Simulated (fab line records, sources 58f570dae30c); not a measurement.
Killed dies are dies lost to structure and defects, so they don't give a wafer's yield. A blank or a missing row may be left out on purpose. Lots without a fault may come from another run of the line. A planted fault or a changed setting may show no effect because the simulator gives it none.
One fault seen from 2 desks | flow berkeley_cmos170 | each desk has only its own numbers; what lay behind them comes last

THE METROLOGY DESK
What the gauges read, lot by lot, whatever tool the lot ran on: means of the sampled wafers that have a number. A lot is out of limits, marked OUT, if its mean lies more than 4 standard deviations from the usual mean; the brackets give that distance.
Columns: A = SACOX_OXIDE_THK at UCB170_SACOX_THK_MEAS_02, usual 14.5 nm; B = PVT_TW at UCB170_PVT_TW_MEAS_09, usual 511; C = PLDD_OVL at UCB170_PLDD_OVL_MEAS_07, usual -1 nm; D = cd_nm at UCB170_NLDD_CD_MEAS_06, usual 1199.8 nm
lot  | first seen here | A    | B   | C  | D
L210 | day 5 11:29     | 14.3 | 511 | 12 | 1200.1
L209 | day 5 11:31     | 14.6 | 512 | -0 | 1197.8
L212 | day 6 19:02     | 14.2 | 504 | -2 | 1199.5
L214 | day 6 19:02     | 14.2 | 513 | -5 | 1220.8 (+16) OUT
L213 | day 6 19:03     | 13.8 | 511 | -4 | 1223.2 (+18) OUT
L215 | day 7 12:51     | 14.3 | 504 | -2 | 1218.4 (+14) OUT
L218 | day 8 00:17     | 14.6 | 514 | -7 | 1199.7
L221 | day 8 12:43     | 14.5 | 505 | -3 | 1199.5
L223 | day 9 06:46     | 14.7 | 506 | 5  | 1200.3
L225 | day 9 06:47     | 15.2 | 514 | 0  | 1203.0
L228 | day 9 23:53     | 14.7 | 515 | 4  | 1199.7
L227 | day 9 23:53     | 14.4 | 515 | 3  | 1199.9
L229 | day 10 11:53    | 14.7 | 504 | -0 | 1198.9
L230 | day 10 11:53    | 14.8 | 513 | -0 | 1200.2
L231 | day 11 00:11    | 14.1 | 514 | 1  | 1202.9
This desk's finding: out of limits on L213, L214, L215; first on L214, day 8 04:13 (cd_nm at UCB170_NLDD_CD_MEAS_06). In limits: L210, L209, L212, L218, L221, L223, L225, L228, L227, L229, L230, L231.

THE TOOL OWNER'S DESK: litho_track-02
The tool's own readings at UCB170_NLDD_PEB_04: means of the sampled wafers that have a number, for each lot that ran on this tool. A lot is out of limits, marked OUT, if its mean lies more than 4 standard deviations from the usual mean; the brackets give that distance.
Columns: A = heater_power_total_W at UCB170_NLDD_PEB_04, usual 56.80 W; B = plate_temp_C at UCB170_NLDD_PEB_04, usual 130.01 C
lot  | first seen here | A               | B
L209 | day 7 01:34     | 56.83           | 129.97
L214 | day 8 03:56     | 59.12 (+52) OUT | 134.07 (+29) OUT
L213 | day 8 04:29     | 59.10 (+51) OUT | 133.91 (+28) OUT
L215 | day 8 20:30     | 59.12 (+51) OUT | 134.09 (+29) OUT
L227 | day 12 01:13    | 56.77           | 129.87
This desk's finding: out of limits on L213, L214, L215; first on L214, day 8 03:56 (heater_power_total_W at UCB170_NLDD_PEB_04). In limits: L209, L227.

PUT TOGETHER
The tool owner's desk could have raised an alarm at day 8 03:56, on L213, L214, L215.
The metrology desk could have raised an alarm at day 8 04:13, on L213, L214, L215.
Of the lots named, all ran UCB170_NLDD_PEB_04 on litho_track-02.

WHAT THE SIMULATOR HAD PUT IN
Process parameter drift: litho_track-02, from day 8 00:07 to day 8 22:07, at UCB170_NLDD_PEB_04. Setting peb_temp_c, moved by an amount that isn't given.
Lots struck among those shown: L213, L214, L215.
Hours from the fault's start to each desk's first reading out of limits: the tool owner's desk, 4; the metrology desk, 4.
